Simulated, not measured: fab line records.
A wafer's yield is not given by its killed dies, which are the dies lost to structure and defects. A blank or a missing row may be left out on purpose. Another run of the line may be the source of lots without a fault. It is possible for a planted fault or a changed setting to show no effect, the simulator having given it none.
fab line records -- flow ritCmos -- part 1 of 2: steps 1 to 34 of 46
[record] lots = 5, wafers = 15, lastDay = 5
route steps=202 shown PLDD@114 SPACER@125 NSD@131 PSD@142 SDANNEAL@153
lots untouched by any fault: they come from a run of this same line in which no faults occurred
startH: hours from the record's first day to the start of the lot's first wafer shown -- waitH: how many hours have passed since the lot's step before this one -- " as in the row above -- L1.1+2: several wafers, shown together as one row -- - no value, or no start given -- * or withheld: withheld -- < > ~ a bound
route shown NAME@n: a module of which the file shows steps, and the number in the route of the first -- usual: the fault-free wafers' mean and standard deviation -- same: alike in all rows -- chamber/n: place in a boat -- sites: per-site readings -- _std_site: standard deviation across them -- _edge_site: the outer-site mean with the inner-site mean subtracted -- radiusMm: how far each site lies from the wafer's centre -- mask NAME#n: copy n -- behind: tool/chamber where the wafer was last shaped -- hold: cause of the lot's hold/its duration in hours/its outcome -- device: transistor that didn't switch, given as n, p or np -- end of line: the same wafers' tests at the end of the route -- a step with no rows: only its recipe -- killed: count of dies lost to structure and defects at first sort (not the wafer's yield) -- map: a wafer's dies, x killed, . not, _ none there
set.NAME: the run value of the setting; set.NAME@STEP: its run value at that earlier step -- model.NAME: the simulator's own value behind a step, which no gauge read
lots seen at some steps along the route; tables by step, rows by wafer
services: from which hour (startH, from the record's first day; less than 0 if before it) a tool's chamber was out of use, for how many hours, and why
[[steps]]
[step RIT_PLDD_HMDS_00]
[recipe] primeTimeS = 60, primeTempC = 140
lot.wafer,tool,chamber,startH,waitH
L074.1+2+3,lithoTrack-03,0,43.68,0.1
L077.2+3+6,lithoTrack-03,0,59.49,0.1
L084.1+3+4,lithoTrack-01,0,93.24,0.1
L087.1+5+6,lithoTrack-03,0,109.85,0.1
L088.2+3+4,lithoTrack-03,0,112.55,0.1
[step RIT_PLDD_COAT_01]
[recipe] resist = NOVOLAK, spinRpm = 3250, resistThkNm = 1000
lot.wafer,tool,chamber,startH,waitH
L074.1+2+3,lithoTrack-03,0,43.83,0.1
L077.2+3+6,lithoTrack-03,0,59.64,0.1
L084.1+3+4,lithoTrack-01,0,93.39,0.1
L087.1+5+6,lithoTrack-03,0,110.00,0.1
L088.2+3+4,lithoTrack-03,0,112.70,0.1
[step RIT_PLDD_SOFTBAKE_02]
[recipe] resist = NOVOLAK, tempC = 90, timeS = 60
lot.wafer,tool,chamber,startH,waitH
L074.1+2+3,lithoTrack-03,0,43.98,0.1
L077.2+3+6,lithoTrack-03,0,59.79,0.1
L084.1+3+4,lithoTrack-01,0,93.54,0.1
L087.1+5+6,lithoTrack-03,0,110.15,0.1
L088.2+3+4,lithoTrack-03,0,112.85,0.1
[step RIT_PLDD_EXPOSE_03]
[recipe] maskId = M8, na = 0.57, targetCdNm = 40900, doseMj = 250
[usual] stageVelMmS = 499.99/0.27
lot.wafer,tool,chamber,startH,waitH,mask,stageVelMmS
L074.1,ilineStepper-02,0,44.13,0.1,M8#0,500.16
L074.2,ilineStepper-02,0,44.13,0.1,M8#0,500.52
L074.3,ilineStepper-02,0,44.13,0.1,M8#0,499.71
L077.2,ilineStepper-01,0,59.94,0.1,M8#0,499.95
L077.3,ilineStepper-01,0,59.94,0.1,M8#0,499.78
L077.6,ilineStepper-01,0,59.94,0.1,M8#0,500.02
L084.1,ilineStepper-02,0,93.69,0.1,M8#0,499.60
L084.3,ilineStepper-02,0,93.69,0.1,M8#0,499.49
L084.4,ilineStepper-02,0,93.69,0.1,M8#0,500.33
L087.1,ilineStepper-01,0,110.30,0.1,M8#0,500.18
L087.5,ilineStepper-01,0,110.30,0.1,M8#0,500.32
L087.6,ilineStepper-01,0,110.30,0.1,M8#0,500.21
L088.2,ilineStepper-01,0,112.99,0.1,M8#0,499.78
L088.3,ilineStepper-01,0,112.99,0.1,M8#0,500.09
L088.4,ilineStepper-01,0,112.99,0.1,M8#0,500.37
[step RIT_PLDD_PEB_04]
[recipe] resist = NOVOLAK, tempC = withheld, timeS = withheld
lot.wafer,tool,chamber,startH,waitH
L074.1+2+3,lithoTrack-02,0,44.25,0.1
L077.2+3+6,lithoTrack-01,0,60.06,0.1
L084.1+3+4,lithoTrack-01,0,93.81,0.1
L087.1+5+6,lithoTrack-02,0,110.42,0.1
L088.2+3+4,lithoTrack-03,0,113.11,0.1
[step RIT_PLDD_DEVELOP_05]
[recipe] resist = NOVOLAK, developTimeS = 50, devTempC = 23
lot.wafer,tool,chamber,startH,waitH
L074.1+2+3,lithoTrack-02,0,-,-
L077.2+3+6,lithoTrack-01,0,-,-
L084.1+3+4,lithoTrack-01,0,-,-
L087.1+5+6,lithoTrack-02,0,-,-
L088.2+3+4,lithoTrack-03,0,-,-
[step RIT_PLDD_OVL_MEAS_06]
[usual] PLDD_OVL = 1.1/1.4
lot.wafer,tool,chamber,startH,waitH,PLDD_OVL[nm]
L074.1,overlay-01,-,44.53,-,0.6
L074.2,overlay-01,-,44.53,-,2.2
L074.3,overlay-01,-,44.53,-,-0.8
L077.2,overlay-01,-,60.32,-,1.9
L077.3,overlay-01,-,60.32,-,2.8
L077.6,overlay-01,-,60.32,-,-0.5
L084.1,overlay-02,-,94.09,-,0.1
L084.3,overlay-02,-,94.09,-,0.5
L084.4,overlay-02,-,94.09,-,2.0
L087.1,overlay-01,-,110.70,-,3.2
L087.5,overlay-01,-,110.70,-,2.7
L087.6,overlay-01,-,110.70,-,2.7
L088.2,overlay-01,-,113.38,-,3.3
L088.3,overlay-01,-,113.38,-,2.8
L088.4,overlay-01,-,113.38,-,4.5
[step RIT_PLDD_HARDBAKE_07]
[recipe] resist = NOVOLAK, tempC = 140, timeS = 60
lot.wafer,tool,chamber,startH,waitH
L074.1+2+3,lithoTrack-01,0,44.57,0.0
L077.2+3+6,lithoTrack-01,0,60.38,0.0
L084.1+3+4,lithoTrack-02,0,94.13,0.0
L087.1+5+6,lithoTrack-02,0,110.74,0.0
L088.2+3+4,lithoTrack-02,0,113.43,0.0
[step RIT_PLDD_IMPLANT_08]
[recipe] species = BF2, energyKev = 20, doseCm2 = 9e+14, tiltDeg = 7
lot.wafer,tool,chamber,startH,waitH
L074.1+2+3,implanter-03,0,44.72,0.1
L077.2+3+6,implanter-04,0,60.53,0.1
L084.1+3+4,implanter-02,0,94.28,0.1
L087.1+5+6,implanter-04,0,110.89,0.1
L088.2+3+4,implanter-04,0,113.58,0.1
[step RIT_PLDD_STRIP_09]
[recipe] chemistry = O2, timeS = 180, resist = NOVOLAK, platenTempC = withheld, powerW = 500, pressureMtorr = 4000, o2FlowSccm = 4000
[usual] drypumpMotorCurrentA = 5.7/0.58, o2FlowSccm = 3999/11
lot.wafer,tool,chamber,startH,waitH,drypumpMotorCurrentA,o2FlowSccm,rfHoursCounterH
L074.1,plasmaAsher-03,0,44.87,0.1,6.4,3998,40
L074.2,plasmaAsher-03,1,44.87,0.1,6.7,3998,40
L074.3,plasmaAsher-03,0,44.87,0.1,6.4,4000,-
L077.2,plasmaAsher-02,0,60.65,0.1,5.8,4018,41
L077.3,plasmaAsher-02,0,60.65,0.1,5.8,3998,-
L077.6,plasmaAsher-02,0,60.65,0.1,5.8,4018,-
L084.1,plasmaAsher-04,1,94.43,0.1,4.9,3988,46
L084.3,plasmaAsher-04,1,94.43,0.1,4.9,4003,-
L084.4,plasmaAsher-04,0,94.43,0.1,5.4,3978,-
L087.1,plasmaAsher-04,0,111.04,0.1,5.4,4019,48
L087.5,plasmaAsher-04,0,111.04,0.1,5.4,4008,-
L087.6,plasmaAsher-04,1,111.04,0.1,4.9,3981,-
L088.2,plasmaAsher-04,0,113.84,0.2,5.4,4014,49
L088.3,plasmaAsher-04,1,113.84,0.2,4.9,4017,-
L088.4,plasmaAsher-04,0,113.84,0.2,5.4,3992,-
[step RIT_PLDD_TW_MEAS_10]
[usual] PLDD_TW = 2312/14
lot.wafer,tool,chamber,startH,waitH,PLDD_TW
L074.1,filmMetro-04,-,45.05,0.1,2309
L074.2,filmMetro-04,-,45.05,0.1,2299
L074.3,filmMetro-04,-,45.05,0.1,2298
L077.2,filmMetro-04,-,60.84,0.1,2317
L077.3,filmMetro-04,-,60.84,0.1,2296
L077.6,filmMetro-04,-,60.84,0.1,2307
L084.1,filmMetro-03,-,94.60,0.1,2321
L084.3,filmMetro-03,-,94.60,0.1,2304
L084.4,filmMetro-03,-,94.60,0.1,2315
L087.1,filmMetro-02,-,111.21,0.1,2331
L087.5,filmMetro-02,-,111.21,0.1,2317
L087.6,filmMetro-02,-,111.21,0.1,2327
L088.2,filmMetro-02,-,114.02,0.1,2315
L088.3,filmMetro-02,-,114.02,0.1,2328
L088.4,filmMetro-02,-,114.02,0.1,2327
[step RIT_SPACER_CLEAN_00]
[recipe] chemistry = SC1, mix = 3:3:50, timeS = 600, tempC = 75
[usual] tempC = 74.96/0.12
lot.wafer,tool,chamber,startH,waitH,tempC
L074.1,wetBench-01,1,45.11,0.1,75.00
L074.2,wetBench-01,1,45.11,0.1,75.01
L074.3,wetBench-01,1,45.11,0.1,74.83
L077.2,wetBench-01,3,60.89,0.0,74.94
L077.3,wetBench-01,3,60.89,0.0,74.95
L077.6,wetBench-01,3,60.89,0.0,74.83
L084.1,wetBench-01,1,94.66,0.1,75.05
L084.3,wetBench-01,1,94.66,0.1,74.83
L084.4,wetBench-01,1,94.66,0.1,75.03
L087.1,wetBench-04,3,111.27,0.1,74.93
L087.5,wetBench-04,3,111.27,0.1,75.15
L087.6,wetBench-04,3,111.27,0.1,75.10
L088.2,wetBench-04,1,114.07,0.0,74.77
L088.3,wetBench-04,1,114.07,0.0,74.94
L088.4,wetBench-04,1,114.07,0.0,74.80
[step RIT_SPACER_CLEAN_01]
[recipe] chemistry = dHF, dilution = 50:1, timeS = 28.53
lot.wafer,tool,chamber,startH,waitH
L074.1+2+3,wetBench-02,3,45.28,0.0
L077.2+3+6,wetBench-04,2,61.06,0.0
L084.1+3+4,wetBench-02,0,94.84,0.0
L087.1+5+6,wetBench-02,1,111.45,0.0
L088.2+3+4,wetBench-01,0,114.25,0.0
[step RIT_SPACER_CLEAN_02]
[recipe] chemistry = SC2, mix = 3:3:50, timeS = 600, tempC = 75, dry = n2Spin
[usual] tempC = 75.00/0.13
lot.wafer,tool,chamber,startH,waitH,tempC
L074.1,wetBench-04,1,45.30,0.0,75.14
L074.2,wetBench-04,1,45.30,0.0,74.94
L074.3,wetBench-04,1,45.30,0.0,74.98
L077.2,wetBench-01,1,61.08,0.0,74.80
L077.3,wetBench-01,1,61.08,0.0,74.74
L077.6,wetBench-01,1,61.08,0.0,74.91
L084.1,wetBench-04,2,94.86,0.0,74.74
L084.3,wetBench-04,2,94.86,0.0,74.84
L084.4,wetBench-04,2,94.86,0.0,74.80
L087.1,wetBench-04,1,111.47,0.0,74.63
L087.5,wetBench-04,1,111.47,0.0,74.88
L087.6,wetBench-04,1,111.47,0.0,74.80
L088.2,wetBench-04,1,114.26,0.0,74.96
L088.3,wetBench-04,1,114.26,0.0,74.99
L088.4,wetBench-04,1,114.26,0.0,75.12
[step RIT_SPACER_CVD_03]
[recipe] material = Si3N4, targetThkNm = 250, tempC = 810, precursor = SiH2Cl2/NH3, timeS = 3300, pressureMtorr = 300, sih2cl2FlowSccm = 60, nh3FlowSccm = 150
[usual] pressureMtorr = 300.0/0.59, spikeTcSourceC = 835.1/2.3
lot.wafer,tool,chamber,startH,waitH,pressureMtorr,spikeTcSourceC
L074.1,lpcvd-01,0,45.49,0.0,299.1,837.3
L074.2,lpcvd-01,0,45.49,0.0,300.0,835.6
L074.3,lpcvd-01,0,45.49,0.0,300.3,836.7
L077.2,lpcvd-02,1,61.25,0.0,300.2,838.9
L077.3,lpcvd-02,1,61.25,0.0,300.2,838.0
L077.6,lpcvd-02,1,61.25,0.0,300.2,837.7
L084.1,lpcvd-01,0,95.03,0.0,299.7,836.6
L084.3,lpcvd-01,0,95.03,0.0,299.9,834.9
L084.4,lpcvd-01,0,95.03,0.0,300.1,835.9
L087.1,lpcvd-01,0,111.64,0.0,300.5,835.8
L087.5,lpcvd-01,0,111.64,0.0,299.6,838.1
L087.6,lpcvd-01,0,111.64,0.0,300.7,836.6
L088.2,lpcvd-02,1,114.44,0.0,300.6,836.4
L088.3,lpcvd-02,1,114.44,0.0,299.6,836.5
L088.4,lpcvd-02,1,114.44,0.0,299.8,837.1
[step RIT_SPACER_THK_MEAS_04]
[recipe] reads = Si3N4_of_SPACER_CVD_03
[usual] SPACER_NITRIDE_THK = 249.2/2.5
lot.wafer,tool,chamber,startH,waitH,SPACER_NITRIDE_THK[nm]
L074.1,filmMetro-02,-,47.41,0.0,247.5
L074.2,filmMetro-02,-,47.41,0.0,246.7
L074.3,filmMetro-02,-,47.41,0.0,247.4
L077.2,filmMetro-01,-,64.14,0.0,247.5
L077.3,filmMetro-01,-,64.14,0.0,248.2
L077.6,filmMetro-01,-,64.14,0.0,246.2
L084.1,filmMetro-01,-,96.95,0.0,247.4
L084.3,filmMetro-01,-,96.95,0.0,245.9
L084.4,filmMetro-01,-,96.95,0.0,249.6
L087.1,filmMetro-01,-,113.56,0.0,252.6
L087.5,filmMetro-01,-,113.56,0.0,251.8
L087.6,filmMetro-01,-,113.56,0.0,253.6
L088.2,filmMetro-03,-,118.76,0.0,248.2
L088.3,filmMetro-03,-,118.76,0.0,250.5
L088.4,filmMetro-03,-,118.76,0.0,248.5
[step RIT_SPACER_ETCHBACK_05]
[recipe] targetDepthA = 2500, SF6_flow_sccm = 30, CHF3_flow_sccm = 30, target = Si3N4, chemistry = SF6/CHF3, pressureMtorr = 40, rfW = 250, timeS = 240, stopOn = SiO2
[usual] drypumpMotorCurrentA = 5.7/0.4, oesProductAu = 0.842/0.013, rfFwdPowerW = 249.3/0.84, throttleValvePct = 10.32/0.14
lot.wafer,tool,chamber,startH,waitH,drypumpMotorCurrentA,oesProductAu,rfFwdPowerW,rfHoursCounterH,throttleValvePct
L074.1,rieDiel-03,1,47.47,0.1,5.9,0.827,250.4,125,10.44
L074.2,rieDiel-03,3,47.47,0.1,5.9,0.819,248.6,43,10.33
L074.3,rieDiel-03,0,47.47,0.1,5.4,0.869,248.9,115,10.37
L077.2,rieDiel-04,2,64.19,0.0,6.0,0.848,247.3,36,10.25
L077.3,rieDiel-04,3,64.19,0.0,4.9,0.834,248.2,111,10.17
L077.6,rieDiel-04,1,64.19,0.0,5.9,0.833,250.0,-,10.06
L084.1,rieDiel-03,1,97.01,0.1,5.9,0.837,249.1,126,10.44
L084.3,rieDiel-03,3,97.01,0.1,5.9,0.814,250.6,44,10.33
L084.4,rieDiel-03,0,97.01,0.1,5.3,0.873,247.5,116,10.40
L087.1,rieDiel-02,2,113.62,0.1,5.7,0.852,248.9,51,10.38
L087.5,rieDiel-02,3,113.62,0.1,6.3,0.869,249.8,-,10.24
L087.6,rieDiel-02,2,113.62,0.1,5.7,0.855,250.1,-,10.39
L088.2,rieDiel-04,0,118.81,0.0,5.7,0.820,248.8,121,10.47
L088.3,rieDiel-04,3,118.81,0.0,4.9,0.838,247.8,-,10.19
L088.4,rieDiel-04,0,118.81,0.0,5.7,0.830,250.3,-,10.46
[step RIT_NSD_HMDS_00]
[recipe] primeTimeS = 60, primeTempC = 140
lot.wafer,tool,chamber,startH,waitH
L074.1+2+3,lithoTrack-04,0,47.62,0.1
L077.2+3+6,lithoTrack-03,0,64.36,0.1
L084.1+3+4,lithoTrack-03,0,97.16,0.1
L087.1+5+6,lithoTrack-04,0,113.77,0.1
L088.2+3+4,lithoTrack-03,0,119.06,0.2
[step RIT_NSD_COAT_01]
[recipe] resist = NOVOLAK, spinRpm = 3250, resistThkNm = 1000
lot.wafer,tool,chamber,startH,waitH
L074.1+2+3,lithoTrack-04,0,47.77,0.1
L077.2+3+6,lithoTrack-03,0,64.51,0.1
L084.1+3+4,lithoTrack-03,0,97.31,0.1
L087.1+5+6,lithoTrack-04,0,113.92,0.1
L088.2+3+4,lithoTrack-03,0,119.21,0.1
[step RIT_NSD_SOFTBAKE_02]
[recipe] resist = NOVOLAK, tempC = 90, timeS = 60
lot.wafer,tool,chamber,startH,waitH
L074.1+2+3,lithoTrack-04,0,47.92,0.1
L077.2+3+6,lithoTrack-03,0,64.66,0.1
L084.1+3+4,lithoTrack-03,0,97.46,0.1
L087.1+5+6,lithoTrack-04,0,114.07,0.1
L088.2+3+4,lithoTrack-03,0,119.36,0.1
[step RIT_NSD_EXPOSE_03]
[recipe] maskId = M9, na = 0.57, targetCdNm = 40700, doseMj = 250
[usual] stageVelMmS = 500.04/0.24
lot.wafer,tool,chamber,startH,waitH,mask,stageVelMmS
L074.1,ilineStepper-01,0,48.12,0.2,M9#0,500.01
L074.2,ilineStepper-01,0,48.12,0.2,M9#0,500.35
L074.3,ilineStepper-01,0,48.12,0.2,M9#0,499.96
L077.2,ilineStepper-02,0,64.93,0.2,M9#0,499.95
L077.3,ilineStepper-02,0,64.93,0.2,M9#0,499.56
L077.6,ilineStepper-02,0,64.93,0.2,M9#0,499.82
L084.1,ilineStepper-02,0,97.61,0.1,M9#0,499.91
L084.3,ilineStepper-02,0,97.61,0.1,M9#0,499.93
L084.4,ilineStepper-02,0,97.61,0.1,M9#0,499.99
L087.1,ilineStepper-02,0,114.34,0.2,M9#0,500.22
L087.5,ilineStepper-02,0,114.34,0.2,M9#0,500.22
L087.6,ilineStepper-02,0,114.34,0.2,M9#0,500.27
L088.2,ilineStepper-01,0,119.63,0.2,M9#0,500.08
L088.3,ilineStepper-01,0,119.63,0.2,M9#0,500.06
L088.4,ilineStepper-01,0,119.63,0.2,M9#0,499.89
[step RIT_NSD_PEB_04]
[recipe] resist = NOVOLAK, tempC = withheld, timeS = withheld
lot.wafer,tool,chamber,startH,waitH
L074.1+2+3,lithoTrack-03,0,48.35,0.2
L077.2+3+6,lithoTrack-04,0,65.09,0.1
L084.1+3+4,lithoTrack-03,0,97.72,0.1
L087.1+5+6,lithoTrack-03,0,114.46,0.1
L088.2+3+4,lithoTrack-04,0,119.75,0.1
[step RIT_NSD_DEVELOP_05]
[recipe] resist = NOVOLAK, developTimeS = 50, devTempC = 23
lot.wafer,tool,chamber,startH,waitH
L074.1+2+3,lithoTrack-03,0,-,-
L077.2+3+6,lithoTrack-04,0,-,-
L084.1+3+4,lithoTrack-03,0,-,-
L087.1+5+6,lithoTrack-03,0,-,-
L088.2+3+4,lithoTrack-04,0,-,-
[step RIT_NSD_OVL_MEAS_06]
[usual] NSD_OVL = -1.4/1.3
lot.wafer,tool,chamber,startH,waitH,NSD_OVL[nm]
L074.1,overlay-01,-,48.63,-,-0.1
L074.2,overlay-01,-,48.63,-,-1.7
L074.3,overlay-01,-,48.63,-,1.3
L077.2,overlay-02,-,65.36,-,-2.1
L077.3,overlay-02,-,65.36,-,-0.1
L077.6,overlay-02,-,65.36,-,-1.7
L084.1,overlay-01,-,98.01,-,-2.1
L084.3,overlay-01,-,98.01,-,-2.1
L084.4,overlay-01,-,98.01,-,-1.1
L087.1,overlay-02,-,114.74,-,-0.4
L087.5,overlay-02,-,114.74,-,0.8
L087.6,overlay-02,-,114.74,-,-0.4
L088.2,overlay-01,-,120.02,-,-2.0
L088.3,overlay-01,-,120.02,-,-2.3
L088.4,overlay-01,-,120.02,-,-0.7
[step RIT_NSD_HARDBAKE_07]
[recipe] resist = NOVOLAK, tempC = 140, timeS = 60
lot.wafer,tool,chamber,startH,waitH
L074.1+2+3,lithoTrack-04,0,48.67,0.0
L077.2+3+6,lithoTrack-02,0,65.41,0.0
L084.1+3+4,lithoTrack-02,0,98.04,0.0
L087.1+5+6,lithoTrack-03,0,114.78,0.0
L088.2+3+4,lithoTrack-04,0,120.07,0.0
[step RIT_NSD_IMPLANT_08]
[recipe] species = P, energyKev = 25, doseCm2 = 1e+15, tiltDeg = 7
lot.wafer,tool,chamber,startH,waitH
L074.1+2+3,implanter-02,0,48.82,0.1
L077.2+3+6,implanter-01,0,65.56,0.1
L084.1+3+4,implanter-02,0,98.19,0.1
L087.1+5+6,implanter-01,0,114.93,0.1
L088.2+3+4,implanter-03,0,120.22,0.1
[step RIT_NSD_STRIP_09]
[recipe] chemistry = O2, timeS = 180, resist = NOVOLAK, platenTempC = withheld, powerW = 514.7, pressureMtorr = 4000, o2FlowSccm = 4000
[usual] drypumpMotorCurrentA = 5.9/0.47, o2FlowSccm = 4001/13
lot.wafer,tool,chamber,startH,waitH,drypumpMotorCurrentA,o2FlowSccm,rfHoursCounterH
L074.1,plasmaAsher-02,1,48.97,0.1,5.7,3985,40
L074.2,plasmaAsher-02,0,48.97,0.1,5.8,3998,40
L074.3,plasmaAsher-02,0,48.97,0.1,5.8,3978,-
L077.2,plasmaAsher-02,0,65.69,0.1,5.8,3990,42
L077.3,plasmaAsher-02,1,65.69,0.1,5.7,4016,-
L077.6,plasmaAsher-02,0,65.69,0.1,5.8,3986,-
L084.1,plasmaAsher-02,1,98.34,0.1,5.7,3985,46
L084.3,plasmaAsher-02,1,98.34,0.1,5.7,3980,-
L084.4,plasmaAsher-02,0,98.34,0.1,5.8,4014,-
L087.1,plasmaAsher-01,1,115.08,0.1,5.7,4017,34
L087.5,plasmaAsher-01,0,115.08,0.1,5.2,4015,-
L087.6,plasmaAsher-01,1,115.08,0.1,5.7,4013,-
L088.2,plasmaAsher-02,1,120.35,0.1,5.7,4008,0
L088.3,plasmaAsher-02,1,120.35,0.1,5.7,4016,-
L088.4,plasmaAsher-02,0,120.35,0.1,5.8,3995,-
[step RIT_NSD_TW_MEAS_10]
[usual] NSD_TW = 3082/23
lot.wafer,tool,chamber,startH,waitH,NSD_TW
L074.1,filmMetro-03,-,49.14,0.1,3049
L074.2,filmMetro-03,-,49.14,0.1,3050
L074.3,filmMetro-03,-,49.14,0.1,3053
L077.2,filmMetro-02,-,65.87,0.1,3108
L077.3,filmMetro-02,-,65.87,0.1,3114
L077.6,filmMetro-02,-,65.87,0.1,3114
L084.1,filmMetro-03,-,98.52,0.1,3045
L084.3,filmMetro-03,-,98.52,0.1,3053
L084.4,filmMetro-03,-,98.52,0.1,3064
L087.1,filmMetro-02,-,115.25,0.1,3099
L087.5,filmMetro-02,-,115.25,0.1,3092
L087.6,filmMetro-02,-,115.25,0.1,3073
L088.2,filmMetro-02,-,120.53,0.1,3108
L088.3,filmMetro-02,-,120.53,0.1,3095
L088.4,filmMetro-02,-,120.53,0.1,3102
[step RIT_PSD_HMDS_00]
[recipe] primeTimeS = 60, primeTempC = 140
lot.wafer,tool,chamber,startH,waitH
L074.1+2+3,lithoTrack-01,0,49.20,0.1
L077.2+3+6,lithoTrack-04,0,65.95,0.1
L084.1+3+4,lithoTrack-04,0,98.58,0.1
L087.1+5+6,lithoTrack-01,0,115.44,0.2
L088.2+3+4,lithoTrack-02,0,120.61,0.1
[step RIT_PSD_COAT_01]
[recipe] resist = NOVOLAK, spinRpm = 3191, resistThkNm = 1000
lot.wafer,tool,chamber,startH,waitH
L074.1+2+3,lithoTrack-01,0,49.35,0.1
L077.2+3+6,lithoTrack-04,0,66.10,0.1
L084.1+3+4,lithoTrack-04,0,98.73,0.1
L087.1+5+6,lithoTrack-01,0,115.59,0.1
L088.2+3+4,lithoTrack-02,0,120.76,0.1
[step RIT_PSD_SOFTBAKE_02]
[recipe] resist = NOVOLAK, tempC = 90, timeS = 60
lot.wafer,tool,chamber,startH,waitH
L074.1+2+3,lithoTrack-01,0,49.50,0.1
L077.2+3+6,lithoTrack-04,0,66.25,0.1
L084.1+3+4,lithoTrack-04,0,98.88,0.1
L087.1+5+6,lithoTrack-01,0,115.74,0.1
L088.2+3+4,lithoTrack-02,0,120.91,0.1
[step RIT_PSD_EXPOSE_03]
[recipe] maskId = M10, na = 0.57, targetCdNm = 40900, doseMj = 250
[usual] stageVelMmS = 499.97/0.24
lot.wafer,tool,chamber,startH,waitH,mask,stageVelMmS
L074.1,ilineStepper-02,0,49.78,0.2,M10#0,499.86
L074.2,ilineStepper-02,0,49.78,0.2,M10#0,499.96
L074.3,ilineStepper-02,0,49.78,0.2,M10#0,500.37
L077.2,ilineStepper-01,0,66.52,0.2,M10#0,499.68
L077.3,ilineStepper-01,0,66.52,0.2,M10#0,499.66
L077.6,ilineStepper-01,0,66.52,0.2,M10#0,499.53
L084.1,ilineStepper-01,0,99.15,0.2,M10#0,499.88
L084.3,ilineStepper-01,0,99.15,0.2,M10#0,500.07
L084.4,ilineStepper-01,0,99.15,0.2,M10#0,500.04
L087.1,ilineStepper-01,0,116.02,0.2,M10#0,500.00
L087.5,ilineStepper-01,0,116.02,0.2,M10#0,500.20
L087.6,ilineStepper-01,0,116.02,0.2,M10#0,499.89
L088.2,ilineStepper-02,0,121.18,0.2,M10#0,499.85
L088.3,ilineStepper-02,0,121.18,0.2,M10#0,499.90
L088.4,ilineStepper-02,0,121.18,0.2,M10#0,499.44
[step RIT_PSD_PEB_04]
[recipe] resist = NOVOLAK, tempC = withheld, timeS = withheld
lot.wafer,tool,chamber,startH,waitH
L074.1+2+3,lithoTrack-04,0,49.89,0.1
L077.2+3+6,lithoTrack-01,0,66.77,0.2
L084.1+3+4,lithoTrack-04,0,99.27,0.1
L087.1+5+6,lithoTrack-04,0,116.13,0.1
L088.2+3+4,lithoTrack-01,0,121.30,0.1
[step RIT_PSD_DEVELOP_05]
[recipe] resist = NOVOLAK, developTimeS = 50, devTempC = 23
lot.wafer,tool,chamber,startH,waitH
L074.1+2+3,lithoTrack-04,0,-,-
L077.2+3+6,lithoTrack-01,0,-,-
L084.1+3+4,lithoTrack-04,0,-,-
L087.1+5+6,lithoTrack-04,0,-,-
L088.2+3+4,lithoTrack-01,0,-,-
